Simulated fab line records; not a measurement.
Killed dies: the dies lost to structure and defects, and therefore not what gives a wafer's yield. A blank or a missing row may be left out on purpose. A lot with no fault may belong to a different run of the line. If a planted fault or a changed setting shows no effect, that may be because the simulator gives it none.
fab line records | flow berkeleyCmos170
record: lots: 5 | wafers: 15 | lastDay: 12
route steps=331 shown M2@291 V2@292 M3@309
lots untouched by any fault: they come from a run of this same line in which no faults occurred
startH: start of the lot's first displayed wafer, in hours after the record's first day | waitH: hours since the lot's step before | " identical to the entry in the row above | L1.1+2: one row covering several wafers at once | - no value, or no start given | * or withheld: withheld | < > ~ a bound
route shown NAME@n: a module of which the file shows steps, and the number in the route of the first | usual: mean and standard deviation over wafers with no fault | same: alike in all rows | chamber/n: place in a boat | sites: each site's reading | _std_site: their standard deviation | _edge_site: outer sites' mean less inner sites' | radiusMm: for every site, how far away it sits from the centre of the wafer | mask NAME#n: copy n | behind: the tool/chamber that last shaped the wafer | hold: why the lot went on hold/how many hours it stayed there/how the hold came to an end | device: transistor that didn't switch, given as n, p or np | end of line: the route-end tests of the same wafers | where a step has no rows: the recipe by itself | killed: dies lost to structure and defects at the first sort, not the wafer's yield | map: a wafer's dies, marking killed ones x, the rest . and places with no die _
set.NAME: the setting that was run; set.NAME@STEP: the one run at that earlier step | model.NAME: the simulator's own value behind a step, which no gauge read
certain route steps with their lots: each step a table, each wafer a row
services: the hour from which a tool's chamber was out of use, counted from the record's first day as startH (under 0 if before that day), plus the number of hours and why
== steps ==
step: UCB170_M2_CD_MEAS_90
recipe: targetCdNm: 700
usual: cdNm: 700.8/2.6
lot.wafer | tool     | chamber | startH | waitH | cdNm
L081.2    | cdSem-02 | -       | 212.17 | 0.1   | 702.9
L081.3    | "        | -       | "      | "     | 702.5
L081.5    | "        | -       | "      | "     | 703.8
L086.1    | cdSem-01 | -       | 234.66 | 0.1   | 695.5
L086.4    | "        | -       | "      | "     | 700.0
L086.5    | "        | -       | "      | "     | 697.5
L088.2    | cdSem-02 | -       | 250.96 | 0.1   | 703.2
L088.3    | "        | -       | "      | "     | 700.2
L088.4    | "        | -       | "      | "     | 700.3
L091.1    | cdSem-02 | -       | 253.22 | 0.1   | 696.8
L091.2    | "        | -       | "      | "     | 699.3
L091.4    | "        | -       | "      | "     | 696.8
L093.2    | cdSem-02 | -       | 277.07 | 0.1   | 700.6
L093.4    | "        | -       | "      | "     | 703.1
L093.6    | "        | -       | "      | "     | 699.5
step: UCB170_V2_CVD_00
recipe: material: SiO2 | targetThkNm: 2000 | tempC: 390 | precursor: TEOS/O2 | timeS: 250 | rfW: 550 | pressureMtorr: 9000
usual: heaterPowerW: 241/71 | rfFwdPowerW: 548.1/1.8
same: timeS: 250
lot.wafer | tool     | chamber | startH | waitH | heaterPowerW | rfFwdPowerW
L081.2    | pecvd-03 | 1       | 212.27 | 0.1   | 228          | 550.9
L081.3    | "        | 0       | "      | "     | 177          | 546.6
L081.5    | "        | 2       | "      | "     | 278          | 549.2
L086.1    | pecvd-03 | 0       | 234.78 | 0.1   | 173          | 547.5
L086.4    | "        | 0       | "      | "     | 129          | 546.4
L086.5    | "        | 1       | "      | "     | 206          | 550.7
L088.2    | pecvd-03 | 0       | 251.06 | 0.1   | 137          | 548.1
L088.3    | "        | 1       | "      | "     | 277          | 548.1
L088.4    | "        | 1       | "      | "     | 202          | 548.3
L091.1    | pecvd-03 | 1       | 253.34 | 0.1   | 248          | 550.1
L091.2    | "        | 2       | "      | "     | 314          | 546.7
L091.4    | "        | 2       | "      | "     | 381          | 548.6
L093.2    | pecvd-02 | 2       | 277.17 | 0.1   | 391          | 547.8
L093.4    | "        | 2       | "      | "     | 297          | 546.6
L093.6    | "        | 2       | "      | "     | 381          | 545.9
step: UCB170_V2_THK_MEAS_01
recipe: reads: SiO2_of_V2_CVD_00
usual: V2_TEOS_THK: 2008/26
lot.wafer | tool         | chamber | startH | waitH | V2_TEOS_THK[nm]
L081.2    | filmMetro-04 | -       | 212.44 | 0.1   | 1953
L081.3    | "            | -       | "      | "     | 1964
L081.5    | "            | -       | "      | "     | 2000
L086.1    | filmMetro-02 | -       | 234.93 | 0.1   | 1976
L086.4    | "            | -       | "      | "     | 1984
L086.5    | "            | -       | "      | "     | 1997
L088.2    | filmMetro-04 | -       | 251.23 | 0.1   | 1980
L088.3    | "            | -       | "      | "     | 1963
L088.4    | "            | -       | "      | "     | 1972
L091.1    | filmMetro-01 | -       | 253.50 | 0.1   | 1990
L091.2    | "            | -       | "      | "     | 1988
L091.4    | "            | -       | "      | "     | 2036
L093.2    | filmMetro-04 | -       | 277.42 | 0.2   | 1948
L093.4    | "            | -       | "      | "     | 1990
L093.6    | "            | -       | "      | "     | 1998
step: UCB170_V2_CMP_02
recipe: material: SiO2 | downForcePsi: 6 | platenRpm: 60 | padVelocityMS: 0.75398
usual: edgeZonePressureFrac: 1.000/0.0058 | motorCurrentA: 16.3/1.8
lot.wafer | tool   | chamber | startH | waitH | edgeZonePressureFrac | motorCurrentA
L081.3    | cmp-02 | 0       | 212.49 | 0.0   | 1.005                | 16.9
L081.2    | "      | 1       | "      | "     | 1.002                | 13.2
L081.5    | "      | 1       | "      | "     | 0.992                | 14.5
L086.4    | cmp-02 | 1       | 235.06 | 0.1   | 1.001                | 14.3
L086.1    | "      | 2       | "      | "     | 0.991                | 18.6
L086.5    | "      | 0       | "      | "     | 0.984                | 17.1
L088.2    | cmp-01 | 2       | 251.28 | 0.0   | 1.003                | 17.8
L088.4    | "      | 3       | "      | "     | 1.005                | 15.8
L088.3    | "      | 1       | "      | "     | 0.993                | 15.4
L091.4    | cmp-01 | 0       | 253.56 | 0.0   | 1.012                | 15.1
L091.1    | "      | 1       | "      | "     | 1.007                | 15.8
L091.2    | "      | 3       | "      | "     | 0.991                | 16.1
L093.4    | cmp-01 | 0       | 277.57 | 0.1   | 1.007                | 13.9
L093.2    | "      | 1       | "      | "     | 1.001                | 14.3
L093.6    | "      | 2       | "      | "     | 0.999                | 18.5
step: UCB170_V2_BOW_MEAS_03
recipe: mode: bow
usual: V2_BOW: 35/7.5
lot.wafer | tool         | chamber | startH | waitH | V2_BOW[um]
L081.2    | filmMetro-01 | -       | 212.81 | 0.2   | 36
L081.3    | "            | -       | "      | "     | 33
L081.5    | "            | -       | "      | "     | 49
L086.1    | filmMetro-02 | -       | 235.31 | 0.1   | 38
L086.4    | "            | -       | "      | "     | 33
L086.5    | "            | -       | "      | "     | 34
L088.2    | filmMetro-01 | -       | 251.60 | 0.3   | 44
L088.3    | "            | -       | "      | "     | 33
L088.4    | "            | -       | "      | "     | 28
L091.1    | filmMetro-04 | -       | 253.86 | 0.2   | 31
L091.2    | "            | -       | "      | "     | 49
L091.4    | "            | -       | "      | "     | 42
L093.2    | filmMetro-02 | -       | 277.79 | 0.1   | 27
L093.4    | "            | -       | "      | "     | 32
L093.6    | "            | -       | "      | "     | 49
step: UCB170_V2_THK_MEAS_04
recipe: reads: SiO2_of_V2_CVD_00
usual: V2_POLISHED_THK: 1000.2/1.1
lot.wafer | tool         | chamber | startH | waitH | V2_POLISHED_THK[nm]
L081.2    | filmMetro-01 | -       | 212.92 | 0.1   | 998.9
L081.3    | "            | -       | "      | "     | 999.1
L081.5    | "            | -       | "      | "     | 999.7
L086.1    | filmMetro-02 | -       | 235.43 | 0.1   | 999.7
L086.4    | "            | -       | "      | "     | 997.8
L086.5    | "            | -       | "      | "     | 999.4
L088.2    | filmMetro-01 | -       | 251.71 | 0.1   | 1001.5
L088.3    | "            | -       | "      | "     | 1002.8
L088.4    | "            | -       | "      | "     | 1001.0
L091.1    | filmMetro-04 | -       | 253.98 | 0.1   | 1000.3
L091.2    | "            | -       | "      | "     | 1001.6
L091.4    | "            | -       | "      | "     | 1001.0
L093.2    | filmMetro-02 | -       | 277.90 | 0.1   | 1000.5
L093.4    | "            | -       | "      | "     | 999.6
L093.6    | "            | -       | "      | "     | 1001.0
step: UCB170_V2_CLEAN_05
recipe: chemistry: DIW
lot.wafer  | tool        | chamber | startH | waitH
L081.2+3+5 | wetBench-03 | 0       | 212.97 | 0.0
L086.1+4+5 | wetBench-03 | 2       | 235.79 | 0.3
L088.2+3+4 | wetBench-03 | 3       | 251.90 | 0.2
L091.1+2+4 | wetBench-03 | 0       | 254.04 | 0.1
L093.2+4+6 | wetBench-01 | 1       | 277.95 | 0.0
step: UCB170_V2_HMDS_06
recipe: primeTimeS: 60 | primeTempC: 100
lot.wafer  | tool          | chamber | startH | waitH
L081.2+3+5 | lithoTrack-04 | 0       | 213.21 | 0.1
L086.1+4+5 | lithoTrack-01 | 0       | 235.97 | 0.0
L088.2+3+4 | lithoTrack-01 | 0       | 252.11 | 0.0
L091.1+2+4 | lithoTrack-02 | 0       | 254.23 | 0.0
L093.2+4+6 | lithoTrack-01 | 0       | 278.16 | 0.0
step: UCB170_V2_COAT_07
recipe: resist: KrF | spinRpm: 1500 | resistThkNm: 900
lot.wafer  | tool          | chamber | startH | waitH
L081.2+3+5 | lithoTrack-04 | 0       | 213.36 | 0.1
L086.1+4+5 | lithoTrack-01 | 0       | 236.12 | 0.1
L088.2+3+4 | lithoTrack-01 | 0       | 252.26 | 0.1
L091.1+2+4 | lithoTrack-02 | 0       | 254.38 | 0.1
L093.2+4+6 | lithoTrack-01 | 0       | 278.31 | 0.1
step: UCB170_V2_SOFTBAKE_08
recipe: resist: KrF | tempC: 130 | timeS: 60
same: timeS: 60
lot.wafer  | tool          | chamber | startH | waitH
L081.2+3+5 | lithoTrack-04 | 0       | 213.51 | 0.1
L086.1+4+5 | lithoTrack-01 | 0       | 236.27 | 0.1
L088.2+3+4 | lithoTrack-01 | 0       | 252.41 | 0.1
L091.1+2+4 | lithoTrack-02 | 0       | 254.53 | 0.1
L093.2+4+6 | lithoTrack-01 | 0       | 278.46 | 0.1
step: UCB170_V2_EXPOSE_09
recipe: maskId: VIA2 | targetCdNm: 700 | na: 0.5 | sigmaOuter: 0.6 | sourceShape: conventional | doseMj: 37
lot.wafer  | tool          | chamber | startH | waitH | mask
L081.2+3+5 | krfScanner-02 | 0       | 213.65 | 0.1   | VIA2#0
L086.1+4+5 | krfScanner-02 | 0       | 236.54 | 0.2   | VIA2#0
L088.2+3+4 | krfScanner-02 | 0       | 252.56 | 0.1   | VIA2#0
L091.1+2+4 | krfScanner-01 | 0       | 254.81 | 0.2   | VIA2#0
L093.2+4+6 | krfScanner-01 | 0       | 278.61 | 0.1   | VIA2#0
step: UCB170_V2_PEB_10
recipe: pebTempC: 130 | pebTimeS: withheld | resist: KrF
lot.wafer  | tool          | chamber | startH | waitH
L081.2+3+5 | lithoTrack-02 | 0       | 214.19 | 0.5
L086.1+4+5 | lithoTrack-01 | 0       | 236.66 | 0.1
L088.2+3+4 | lithoTrack-01 | 0       | 252.68 | 0.1
L091.1+2+4 | lithoTrack-02 | 0       | 254.92 | 0.1
L093.2+4+6 | lithoTrack-04 | 0       | 278.73 | 0.1
step: UCB170_V2_DEVELOP_11
recipe: developer: TMAH | developTimeS: 45 | resist: KrF | devTempC: 21
lot.wafer  | tool          | chamber | startH | waitH
L081.2+3+5 | lithoTrack-02 | 0       | -      | -
L086.1+4+5 | lithoTrack-01 | 0       | -      | -
L088.2+3+4 | lithoTrack-01 | 0       | -      | -
L091.1+2+4 | lithoTrack-02 | 0       | -      | -
L093.2+4+6 | lithoTrack-04 | 0       | -      | -
step: UCB170_V2_CD_MEAS_12
recipe: targetCdNm: 700
usual: cdNm: 700.1/1.3
lot.wafer | tool     | chamber | startH | waitH | cdNm
L081.2    | cdSem-02 | -       | 214.46 | -     | 701.9
L081.3    | "        | -       | "      | "     | 702.1
L081.5    | "        | -       | "      | "     | 701.2
L086.1    | cdSem-02 | -       | 236.94 | -     | 700.3
L086.4    | "        | -       | "      | "     | 701.2
L086.5    | "        | -       | "      | "     | 700.5
L088.2    | cdSem-02 | -       | 252.95 | -     | 700.9
L088.3    | "        | -       | "      | "     | 700.7
L088.4    | "        | -       | "      | "     | 701.8
L091.1    | cdSem-01 | -       | 255.20 | -     | 699.2
L091.2    | "        | -       | "      | "     | 700.5
L091.4    | "        | -       | "      | "     | 700.2
L093.2    | cdSem-01 | -       | 279.00 | -     | 701.4
L093.4    | "        | -       | "      | "     | 700.9
L093.6    | "        | -       | "      | "     | 700.4
step: UCB170_V2_OVL_MEAS_13
usual: V2_OVL: 0/5.1
lot.wafer | tool       | chamber | startH | waitH | V2_OVL[nm]
L081.2    | overlay-02 | -       | 214.57 | 0.1   | -2
L081.3    | "          | -       | "      | "     | -5
L081.5    | "          | -       | "      | "     | -2
L086.1    | overlay-01 | -       | 237.06 | 0.1   | -2
L086.4    | "          | -       | "      | "     | 0
L086.5    | "          | -       | "      | "     | 2
L088.2    | overlay-01 | -       | 253.06 | 0.1   | 6
L088.3    | "          | -       | "      | "     | 9
L088.4    | "          | -       | "      | "     | 1
L091.1    | overlay-01 | -       | 255.32 | 0.1   | 0
L091.2    | "          | -       | "      | "     | -7
L091.4    | "          | -       | "      | "     | 2
L093.2    | overlay-01 | -       | 279.10 | 0.1   | -2
L093.4    | "          | -       | "      | "     | -3
L093.6    | "          | -       | "      | "     | -6
step: UCB170_V2_ETCH_14
recipe: chemistry: CHF3/CF4/Ar | target: SiO2 | stopOn: Al | CHF3_flow_sccm: 45 | cf4FlowSccm: 15 | Ar_flow_sccm: 150 | pressureMtorr: 200 | rfW: 700 | targetDepthA: 12500 | overEtchFrac: 0.25 | timeS: 291
usual: cf4FlowSccm: 15.00/0.04 | chamberPressureMTorr: 200.00/0.19 | drypumpMotorCurrentA: 5.9/0.39 | oesProductAu: 0.873/0.012 | rfFwdPowerW: 698.3/2.2 | throttleValvePct: 6.97/0.12
same: timeS: 291
lot.wafer | tool       | chamber | startH | waitH | cf4FlowSccm | chamberPressureMTorr | drypumpMotorCurrentA | oesProductAu | rfFwdPowerW | rfHoursCounterH | throttleValvePct
L081.2    | rieDiel-02 | 1       | 214.60 | 0.0   | 15.01       | 199.94               | 6.3                  | 0.887        | 696.3       | 19              | 6.96
L081.3    | "          | 0       | "      | "     | 14.96       | 200.13               | 5.7                  | 0.879        | 698.1       | 22              | 6.95
L081.5    | "          | 0       | "      | "     | 14.98       | 200.01               | 5.7                  | 0.876        | 696.1       | -               | 6.96
L086.1    | rieDiel-03 | 0       | 237.09 | 0.0   | 15.00       | 199.73               | 6.1                  | 0.867        | 698.1       | 3               | 6.97
L086.4    | "          | 1       | "      | "     | 14.98       | 199.88               | 6.4                  | 0.854        | 694.8       | 3               | 7.18
L086.5    | "          | 3       | "      | "     | 14.99       | 200.14               | 5.0                  | 0.874        | 696.2       | -               | 6.80
L088.2    | rieDiel-03 | 1       | 253.09 | 0.0   | 14.95       | 200.16               | 6.4                  | 0.859        | 698.3       | 4               | 7.16
L088.3    | "          | 2       | "      | "     | 14.97       | 200.01               | 5.6                  | 0.884        | 698.4       | 2               | 6.94
L088.4    | "          | 0       | "      | "     | 14.99       | 199.97               | 6.1                  | 0.856        | 698.4       | 4               | 6.97
L091.1    | rieDiel-02 | 0       | 255.35 | 0.0   | 14.99       | 200.00               | 5.7                  | 0.878        | 700.4       | 25              | 6.95
L091.2    | "          | 2       | "      | "     | 15.03       | 199.94               | 6.2                  | 0.896        | 702.9       | 68              | 7.19
L091.4    | "          | 2       | "      | "     | 15.04       | 199.73               | 6.2                  | 0.897        | 702.9       | -               | 7.20
L093.2    | rieDiel-03 | 2       | 279.13 | 0.0   | 14.99       | 200.36               | 5.6                  | 0.885        | 696.2       | 2               | 6.95
L093.4    | "          | 0       | "      | "     | 14.99       | 200.19               | 6.1                  | 0.862        | 696.3       | 5               | 6.96
L093.6    | "          | 1       | "      | "     | 15.00       | 200.11               | 6.4                  | 0.864        | 697.0       | -               | 7.16
step: UCB170_V2_STRIP_15
recipe: chemistry: O2 | powerW: 400 | pressureMtorr: 3500 | platenTempC: withheld | o2FlowSccm: 400 | overashFraction: 0.5
usual: chamberPressureMTorr: 3500/3.3 | drypumpMotorCurrentA: 5.7/0.41 | oesProductAu: 0.722/0.0049 | stripTimeToEndpointS: 15.32/0.079
lot.wafer | tool           | chamber | startH | waitH | chamberPressureMTorr | drypumpMotorCurrentA | oesProductAu | rfHoursCounterH | stripTimeToEndpointS
L081.2    | plasmaAsher-04 | 1       | 214.78 | 0.1   | 3502                 | 5.7                  | 0.721        | 38              | 15.28
L081.3    | "              | 1       | "      | "     | 3501                 | 5.7                  | 0.724        | -               | 15.22
L081.5    | "              | 1       | "      | "     | 3497                 | 5.7                  | 0.718        | -               | 15.17
L086.1    | plasmaAsher-04 | 1       | 237.27 | 0.1   | 3494                 | 5.7                  | 0.717        | 41              | 15.46
L086.4    | "              | 0       | "      | "     | 3500                 | 5.9                  | 0.731        | -               | 15.34
L086.5    | "              | 0       | "      | "     | 3501                 | 5.9                  | 0.719        | -               | 15.44
L088.2    | plasmaAsher-03 | 0       | 253.26 | 0.1   | 3503                 | 5.7                  | 0.730        | 51              | 15.29
L088.3    | "              | 0       | "      | "     | 3500                 | 5.7                  | 0.724        | -               | 15.37
L088.4    | "              | 1       | "      | "     | 3494                 | 5.0                  | 0.722        | -               | 15.31
L091.1    | plasmaAsher-03 | 1       | 255.53 | 0.1   | 3499                 | 5.0                  | 0.729        | 51              | 15.34
L091.2    | "              | 0       | "      | "     | 3497                 | 5.8                  | 0.724        | 51              | 15.38
L091.4    | "              | 1       | "      | "     | 3497                 | 5.0                  | 0.724        | -               | 15.53
L093.2    | plasmaAsher-03 | 0       | 279.31 | 0.1   | 3502                 | 5.8                  | 0.720        | 54              | 15.31
L093.4    | "              | 0       | "      | "     | 3502                 | 5.8                  | 0.723        | -               | 15.25
L093.6    | "              | 0       | "      | "     | 3501                 | 5.8                  | 0.723        | -               | 15.22
step: UCB170_V2_CD_MEAS_90
recipe: targetCdNm: 700
usual: cdNm: 700.2/1.3
lot.wafer | tool     | chamber | startH | waitH | cdNm
L081.2    | cdSem-02 | -       | 214.96 | 0.1   | 701.4
L081.3    | "        | -       | "      | "     | 701.4
L081.5    | "        | -       | "      | "     | 701.0
L086.1    | cdSem-02 | -       | 237.37 | 0.1   | 700.2
L086.4    | "        | -       | "      | "     | 700.9
L086.5    | "        | -       | "      | "     | 701.1
L088.2    | cdSem-01 | -       | 253.38 | 0.1   | 700.4
L088.3    | "        | -       | "      | "     | 701.5
L088.4    | "        | -       | "      | "     | 702.1
L091.1    | cdSem-01 | -       | 255.63 | 0.1   | 700.5
L091.2    | "        | -       | "      | "     | 700.7
L091.4    | "        | -       | "      | "     | 700.9
L093.2    | cdSem-02 | -       | 279.43 | 0.1   | 700.4
L093.4    | "        | -       | "      | "     | 700.7
L093.6    | "        | -       | "      | "     | 699.9
step: UCB170_M3_PRE_CLEAN_00
recipe: gas: Ar | precleanEtchTimeS: 60
lot.wafer  | tool          | chamber | startH | waitH
L081.2+3+5 | pvdSputter-04 | -       | 215.06 | 0.1
L086.1+4+5 | pvdSputter-01 | -       | 237.49 | 0.1
L088.2+3+4 | pvdSputter-04 | -       | 253.48 | 0.1
L091.1+2+4 | pvdSputter-01 | -       | 255.75 | 0.1
L093.2+4+6 | pvdSputter-02 | -       | 279.53 | 0.1
step: UCB170_M3_SPUTTER_01
recipe: material: Al | targetThkNm: 900 | timeS: 120 | powerW: 6000 | chamberPressurePa: 0.5
usual: cathodeDcPowerW: 6000.0/1 | throttleValvePct: 29.6/1.2
same: timeS: 120
lot.wafer | tool          | chamber | startH | waitH | cathodeDcPowerW | throttleValvePct
L081.2    | pvdSputter-04 | -       | 215.12 | 0.0   | 6002.6          | 29.4
L081.3    | "             | -       | "      | "     | 5999.4          | 30.7
L081.5    | "             | -       | "      | "     | 6000.1          | 29.9
L086.1    | pvdSputter-01 | -       | 237.56 | 0.0   | 5998.6          | 30.4
L086.4    | "             | -       | "      | "     | 6000.4          | 28.3
L086.5    | "             | -       | "      | "     | 5998.9          | 30.0
L088.2    | pvdSputter-04 | -       | 253.55 | 0.0   | 6000.3          | 29.5
L088.3    | "             | -       | "      | "     | 6000.4          | 30.8
L088.4    | "             | -       | "      | "     | 5999.6          | 26.9
L091.1    | pvdSputter-01 | -       | 255.82 | 0.0   | 6001.2          | 30.1
L091.2    | "             | -       | "      | "     | 6001.8          | 28.2
L091.4    | "             | -       | "      | "     | 6000.1          | 29.8
L093.2    | pvdSputter-02 | -       | 279.60 | 0.0   | 6001.9          | 29.8
L093.4    | "             | -       | "      | "     | 6000.1          | 31.7
L093.6    | "             | -       | "      | "     | 6001.5          | 29.3
== services ==
tool           | chamber | startH | hours | kind
pecvd-03       | 2       | 190.26 | 11.8  | repair
cmp-02         | -       | 196.13 | 0.5   | repair
pecvd-02       | -       | 197.82 | 0.6   | repair
rieDiel-02     | 2       | 198.19 | 4.1   | repair
rieDiel-03     | 2       | 201.44 | -     | clean
rieDiel-03     | 2       | 201.44 | 18.1  | scheduledDown
rieDiel-03     | 2       | 201.44 | 18.1  | ventCycle
krfScanner-01  | -       | 204.90 | 0.7   | repair
plasmaAsher-03 | -       | 208.53 | 2.8   | pm
rieDiel-02     | 2       | 213.36 | 10.0  | repair
pvdSputter-01  | -       | 220.22 | 0.5   | repair
cmp-01         | -       | 228.27 | 3.1   | repair
cmp-01         | -       | 232.00 | 4.0   | pm
pecvd-02       | -       | 232.81 | 1.1   | repair
cmp-01         | -       | 236.00 | -     | consumableReplace:conditioner
pecvd-02       | -       | 242.50 | 14.0  | pm
krfScanner-01  | -       | 252.53 | 0.8   | pm
rieDiel-03     | 2       | 259.41 | 9.0   | repair
wetBench-03    | -       | 264.46 | 3.5   | repair
pecvd-02       | 2       | 269.37 | 3.5   | repair
rieDiel-02     | -       | 273.83 | 0.6   | repair
pecvd-02       | 1       | 276.46 | 6.5   | repair
plasmaAsher-04 | -       | 276.89 | 3.4   | repair
krfScanner-02  | -       | 277.89 | 1.0   | pm
== key ==
fault none
